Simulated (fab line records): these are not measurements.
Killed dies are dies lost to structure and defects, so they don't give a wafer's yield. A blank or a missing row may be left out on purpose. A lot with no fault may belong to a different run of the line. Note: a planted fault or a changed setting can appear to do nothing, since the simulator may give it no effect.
Which of the tools did it?    flow berkeley_cmos170    15 lots with 45 wafers sampled at 2 steps, on a route of 331 steps

WHAT THE GAUGES READ, wafer by wafer
UCB170_SCREENOX_THK_MEAS_02. Usual: SCREENOX_OXIDE_THK typically reads 14.36 nm, with standard deviation 0.28.
lot   measured     on             SCREENOX_OXIDE_THK (nm)  flag
L363  day 5 05:47  film_metro-04  14.12 14.14 13.98        
L364  day 5 05:47  film_metro-03  14.39 14.72 14.39        
L365  day 5 05:47  film_metro-01  14.02 14.21 14.06        
L366  day 5 18:57  film_metro-03  14.55 14.44 14.47        
L367  day 5 18:56  film_metro-01  13.66 14.09 13.81        
L368  day 6 06:32  film_metro-01  14.17 14.35 14.25        
L369  day 6 06:32  film_metro-03  14.19 14.29 14.25        
L370  day 6 18:17  film_metro-03  14.31 14.53 14.24        
L371  day 7 04:47  film_metro-03  14.44 14.57 14.39        
L372  day 7 04:47  film_metro-04  14.40 14.51 14.49        
L375  day 7 21:49  film_metro-01  22.94 22.88 23.05        OFF
L376  day 8 03:06  film_metro-04  14.66 14.66 14.68        
L378  day 8 03:06  film_metro-01  14.69 14.80 14.89        
L383  day 9 15:33  film_metro-04  23.12 22.75 22.57        OFF
L384  day 9 21:54  film_metro-01  22.34 22.44 22.63        OFF

TOOL THAT RAN EACH LOT (tool first, then ch and the chambers of the sampled wafers, then the start)
lot   UCB170_SCREENOX_OXIDATION_01
L363  furnace-04 ch 0, day 5 04:07
L364  furnace-04 ch 0, day 5 04:07
L365  furnace-04 ch 0, day 5 04:07
L366  furnace-02 ch 0, day 5 17:17
L367  furnace-02 ch 0, day 5 17:17
L368  furnace-02 ch 0, day 6 04:53
L369  furnace-02 ch 0, day 6 04:53
L370  furnace-03 ch 0, day 6 16:38
L371  furnace-02 ch 0, day 7 03:07
L372  furnace-02 ch 0, day 7 03:07
L375  furnace-03 ch 0, day 7 16:49
L376  furnace-02 ch 0, day 8 01:26
L378  furnace-02 ch 0, day 8 01:26
L383  furnace-03 ch 0, day 9 10:32
L384  furnace-04 ch 0, day 9 17:11
- UCB170_SCREENOX_OXIDATION_01: target thk 14.4 nm, ox time 2400 s.

AS READ BY THE TOOLS THEMSELVES (means over the sampled wafers that have a number; for cases with no such wafer, the mark the record gives instead)
UCB170_SCREENOX_OXIDATION_01. Usual: ox_temp_c 900.0 C, standard deviation 0.4.
lot   tool        ox_temp_c (C)  flag
L363  furnace-04  900.2          
L364  furnace-04  899.9          
L365  furnace-04  899.9          
L366  furnace-02  900.0          
L367  furnace-02  899.7          
L368  furnace-02  899.9          
L369  furnace-02  899.8          
L370  furnace-03  900.4          
L371  furnace-02  900.1          
L372  furnace-02  899.9          
L375  furnace-03  899.6          
L376  furnace-02  900.0          
L378  furnace-02  899.5          
L383  furnace-03  900.0          
L384  furnace-04  900.2          

THE ANSWER, worked out from the rows above alone
Rule: lot off if the mean of its wafers having a number is beyond 3 standard deviations from the usual mean. A lot without any number at a reading at which 4 lots or more have one is off too. Where the step has rows for the other lots, those lots are counted as sound. After the gauges, taken in route order, come the tools' own readings; for these a lot's mean is taken, as printed above. At the first step where some lot is off, the reading lying furthest off is the one used; lots without a number count as furthest.
Off: L375, L383, L384, at UCB170_SCREENOX_THK_MEAS_02 (SCREENOX_OXIDE_THK).
If a tool, at a process step before that reading, ran all the lots that are off and no sound lot after the first of them, it fits. The gauges at UCB170_SCREENOX_THK_MEAS_02 are tried like those tools. Of those tried, none fits.

WHAT THE SIMULATOR PUT IN
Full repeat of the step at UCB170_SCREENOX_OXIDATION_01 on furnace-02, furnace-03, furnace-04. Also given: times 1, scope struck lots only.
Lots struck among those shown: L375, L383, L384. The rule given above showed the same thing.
